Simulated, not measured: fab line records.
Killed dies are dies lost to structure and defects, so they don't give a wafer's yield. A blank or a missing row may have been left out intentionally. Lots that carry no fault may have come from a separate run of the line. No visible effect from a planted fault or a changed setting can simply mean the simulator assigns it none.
8D (eight disciplines) problem report, filled in by code | flow rit-cmos | the parts of the form that need people (team, actions taken, sign-off) are left out

1. WHAT IS WRONG
PWELL_TW at RIT_PWELL_TW_MEAS_10 reads a mean of 1120 on 6 wafers of 2 lots; wafers without a fault read 956 with a standard deviation of 8.3. That is +20 standard deviations from the usual mean.
First seen on wafer L973.3, day 4 00:37, on film-metro-01. The record holds 42 wafers of 14 lots with a number at this step. Rule for "out" (also "out of limits"): further than 4 standard deviations from the usual mean. The rest of the wafers with a number are treated as sound.

2. WHAT IT IS; WHAT IT IS NOT
question                    | is                     | is not
which readings at this step | PWELL_TW               | -
which lots                  | L973, L974             | L963, L964, L965, L966, L967, L970, L972, L978, L982, L983, L984, L986
which wafers of those lots  | all that have a number | -
read on which gauges        | film-metro-01          | film-metro-02, film-metro-03
when                        | from day 4 00:37       | up to then (21 sound wafers); but 15 sound wafers of L978, L982, L983, L984, L986 came after

3. SUSPECTS, AND WHAT RULES EACH OUT
Counting: a tool at a process step up to the reading stays a suspect if it ran every lot that is out and no sound lot after the first of them.
- the gauge at RIT_PWELL_TW_MEAS_10: ruled out. All the wafers that are out were read on film-metro-01, but those of them that RIT_PWELL_IMPLANT_08 has rows for are out there too, on other tools.
- implanter-04 at RIT_PWELL_IMPLANT_08: kept. All lots that are out passed through it, beginning with L973 at day 4 00:19, and no sound lot followed; its final sound lot before that point was L972 at day 3 21:07. Out on those wafers are its own readings of dose-ions-cm2, faraday-current-uA.
Remaining after the count: implanter-04 at RIT_PWELL_IMPLANT_08.

4. THE CAUSE (what the simulator had put in)
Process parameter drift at RIT_PWELL_IMPLANT_08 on implanter-04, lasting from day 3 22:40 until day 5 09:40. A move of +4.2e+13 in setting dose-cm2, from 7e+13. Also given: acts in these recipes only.
The count eliminated every tool but this one.

5. THE EFFECT CHAIN, in route order
Each row: a reading where the mean over the struck wafers with a number is more than 3 standard deviations away from the usual. Scope: only readings with a usual standard deviation given in the record; hours: median across lots of the time from each lot's start at the first step in this table that gives one to its start at this step; sigmas: change in usual standard deviations.
hours | step                     | reading            | usual        | on struck wafers | change     | sigmas
0     | RIT_PWELL_IMPLANT_08     | dose-ions-cm2      | 7.001e+13    | 1.120e+14        | +4.195e+13 | +99 or more
0     | RIT_PWELL_IMPLANT_08     | faraday-current-uA | 221          | 350              | +130       | +33
0     | RIT_PWELL_TW_MEAS_10     | PWELL_TW           | 956          | 1120             | +164       | +20
6     | RIT_WELLDRIVE_RS_MEAS_02 | PWELL_RS           | 429.5 ohm/sq | 320.9            | -108.6     | -91
The process steps in it:
- RIT_PWELL_IMPLANT_08
Later steps that measure or inspect, where all struck wafers having a row at the step show a number for every such reading and not one has moved that far: RIT_GATE_THK_MEAS_07, RIT_GATE_THK_MEAS_09.

6. HOW IT WOULD HAVE BEEN CAUGHT EARLIER
The first out-of-limits reading at a measuring or inspecting step in this record came at day 4 00:37, 2 hours after the fault's start at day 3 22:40.
The tool's own readings at RIT_PWELL_IMPLANT_08 were out on every struck wafer that the step has a row for (dose-ions-cm2, faraday-current-uA): an alarm limit on them would have fired on the first of those.
Of the lots that are out (2), L974 began RIT_PWELL_IMPLANT_08 on implanter-04 after day 4 00:37. It would have been spared by a hold on the tool at that moment.
